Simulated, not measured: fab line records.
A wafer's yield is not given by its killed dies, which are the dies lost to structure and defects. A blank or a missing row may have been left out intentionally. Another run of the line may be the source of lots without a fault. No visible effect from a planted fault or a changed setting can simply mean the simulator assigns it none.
Which tool did it? | flow berkeley cmos170 | 42 wafers from 14 lots sampled at 4 of the route's 331 steps

== WHAT THE GAUGES SHOWED, per wafer ==
UCB170_GATE_CD_MEAS_12 targets a cd of 350 nm.
lot  | measured     | on        | cd nm (nm)
L555 | day 7 17:45  | cd sem-01 | 347.4 347.5 349.1
L556 | day 7 18:02  | cd sem-02 | 352.6 353.3 353.9
L559 | day 8 01:30  | cd sem-02 | 348.0 347.5 347.1
L560 | day 8 01:47  | cd sem-01 | 351.4 351.4 352.0
L562 | day 8 10:49  | cd sem-01 | 353.0 353.6 352.1
L561 | day 8 12:02  | cd sem-01 | 350.8 349.2 349.7
L565 | day 8 22:26  | cd sem-01 | 349.4 350.2 350.3
L569 | day 9 14:08  | cd sem-02 | 348.4 347.5 348.3
L574 | day 10 19:12 | cd sem-01 | 351.2 351.4 351.1
L570 | day 10 19:27 | cd sem-02 | 348.6 349.0 348.0
L571 | day 10 19:29 | cd sem-01 | 353.1 353.5 352.2
L572 | day 10 19:43 | cd sem-02 | 349.9 349.4 348.0
L577 | day 11 12:05 | cd sem-01 | 349.8 349.4 349.9
L576 | day 11 12:23 | cd sem-02 | 352.9 352.9 352.0

UCB170_PLDD_OVL_MEAS_07.
lot  | measured     | on         | PLDD_OVL (nm)
L555 | day 7 20:23  | overlay-02 | -11 -4 0
L556 | day 7 20:29  | overlay-01 | 2 3 5
L559 | day 8 03:25  | overlay-01 | -1 1 2
L560 | day 8 04:14  | overlay-01 | 4 12 -3
L562 | day 8 13:13  | overlay-01 | -3 -1 -12
L561 | day 8 14:15  | overlay-01 | -1 1 -6
L565 | day 9 01:05  | overlay-01 | 8 6 5
L569 | day 9 15:58  | overlay-01 | 3 -7 4
L574 | day 10 22:57 | overlay-02 | 7 2 7
L570 | day 10 23:15 | overlay-02 | -2 6 10
L571 | day 10 22:59 | overlay-02 | 3 1 7
L572 | day 10 23:38 | overlay-01 | 11 0 3
L577 | day 11 13:41 | overlay-01 | 1 3 2
L576 | day 11 14:05 | overlay-01 | -1 -1 3

UCB170_PSD_CD_MEAS_06 targets a cd of 1200 nm.
lot  | measured     | on        | cd nm (nm)
L555 | day 8 04:52  | cd sem-01 | 1200.5 1200.3 1199.7
L556 | day 8 04:53  | cd sem-02 | 1200.1 1200.7 1199.6
L559 | day 8 15:23  | cd sem-02 | 1201.1 1200.6 1201.1
L560 | day 8 15:05  | cd sem-02 | 1200.1 1199.7 1200.6
L562 | day 8 22:19  | cd sem-02 | 1200.5 1200.5 1200.2
L561 | day 8 22:38  | cd sem-02 | 1199.9 1202.2 1200.5
L565 | day 9 12:26  | cd sem-01 | 1199.9 1200.0 1199.1
L569 | day 10 00:25 | cd sem-02 | 1199.1 1199.7
L574 | day 11 08:41 | cd sem-02 | 1201.7 1200.5 1200.6
L570 | day 11 08:49 | cd sem-01 | 1198.2 1198.5
L571 | day 11 08:24 | cd sem-01 | 1200.2 1199.9 1200.9
L572 | day 11 09:20 | cd sem-01 | 1199.8 1198.1 1198.5
L577 | day 12 00:05 | cd sem-01 | 1202.4 1202.5 1202.5
L576 | day 12 00:23 | cd sem-01 | 1198.7 1199.1 1200.4

== TOOL THAT RAN EACH LOT (tool first, then ch and the chambers of the sampled wafers, then the start) ==
lot  | UCB170_SPACER_ETCHBACK_03
L555 | rie diel-03 ch 2,3, day 8 02:40
L556 | rie diel-02 ch 0,3, day 8 02:40
L559 | rie diel-03 ch 1,2,3, day 8 13:50
L560 | rie diel-01 ch 1,2, day 8 13:50
L562 | rie diel-03 ch 0,1,3, day 8 20:37
L561 | rie diel-02 ch 1,2,3, day 8 20:37
L565 | rie diel-01 ch 2,3, day 9 10:00
L569 | rie diel-02 ch 0,1,3, day 9 22:55
L574 | rie diel-03 ch 0,1,2, day 11 07:29
L570 | rie diel-02 ch 0,1,3, day 11 07:29
L571 | rie diel-01 ch 0,1,3, day 11 07:29
L572 | rie diel-03 ch 0,1,2, day 11 07:34
L577 | rie diel-01 ch 1,2, day 11 22:27
L576 | rie diel-03 ch 0,1, day 11 22:27
- UCB170_SPACER_ETCHBACK_03: etches SiO2 in CHF3/CF4/Ar, stops on Si, target depth 376 nm, time 100 s.

== AS READ BY THE TOOLS THEMSELVES (means over the sampled wafers that have a number; for cases with no such wafer, the mark the record gives instead) ==
UCB170_SPACER_ETCHBACK_03.
lot  | tool        | drypump motor current A (A) | oes product au (a.u.) | run length s (s) | throttle valve pct (%)
L555 | rie diel-03 | 5.9                         | 0.910                 | 127.8            | 6.55
L556 | rie diel-02 | 5.7                         | 0.903                 | 128.5            | 6.38
L559 | rie diel-03 | 5.9                         | 0.914                 | 128.0            | 6.53
L560 | rie diel-01 | 5.7                         | 0.916                 | 128.3            | 6.50
L562 | rie diel-03 | 5.9                         | 0.898                 | 128.1            | 6.44
L561 | rie diel-02 | 5.8                         | 0.920                 | 128.3            | 6.51
L565 | rie diel-01 | 6.3                         | 0.920                 | 128.1            | 6.52
L569 | rie diel-02 | 5.5                         | 0.928                 | 115.2            | 6.44
L574 | rie diel-03 | 6.0                         | 0.905                 | 128.1            | 6.48
L570 | rie diel-02 | 5.5                         | 0.940                 | 115.1            | 6.45
L571 | rie diel-01 | 5.7                         | 0.910                 | 128.8            | 6.48
L572 | rie diel-03 | 6.0                         | 0.897                 | 128.3            | 6.47
L577 | rie diel-01 | 6.0                         | 0.910                 | 128.1            | 6.44
L576 | rie diel-03 | 6.0                         | 0.904                 | 128.6            | 6.45

== THE ANSWER, worked out from the rows above alone ==
Rule: the lots themselves supply what counts as usual. The widest of any qualifying gaps counts: lots, ordered by their means at a reading, are off when they make up no more than a third of the lots, leave a main group of 4 or more, and stand apart from it by 3 or more times the standard deviation of that group's means. A main group is skipped when, at the precision printed for the reading in the tables above, its means are all equal. A lot without any number at a reading at which 4 lots or more have one is off too. Where the step has rows for the other lots, those lots are counted as sound. The gauges are gone through in route order, then the tools' own readings, and for those a lot's mean is taken as printed above. At the first step where some lot is off, the reading lying furthest off is the one used; lots without a number count as furthest.
Off: L569, L570, at UCB170_SPACER_ETCHBACK_03 (run length s). For the main group the mean is 128.2 s and the standard deviation 0.27.
A tool fits if, at that step or a process step before it, it ran every lot that is off, and no sound lot after the first of them. One candidate fits, namely rie diel-02 at UCB170_SPACER_ETCHBACK_03. Its last sound lot is L561 (day 8 20:37), its first lot that is off L569 (day 9 22:55): a fault that began between those two fits.
The tool's own readings at UCB170_SPACER_ETCHBACK_03 bear it out: on the lots that are off they differ by more than 5 times the standard deviation of the sound lots' means. run length s reads 115.2 s there against 128.2 s on the sound lots.

== WHAT HAD BEEN PUT IN BY THE SIMULATOR ==
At UCB170_SPACER_ETCHBACK_03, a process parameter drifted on rie diel-02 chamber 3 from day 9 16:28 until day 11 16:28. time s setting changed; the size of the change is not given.
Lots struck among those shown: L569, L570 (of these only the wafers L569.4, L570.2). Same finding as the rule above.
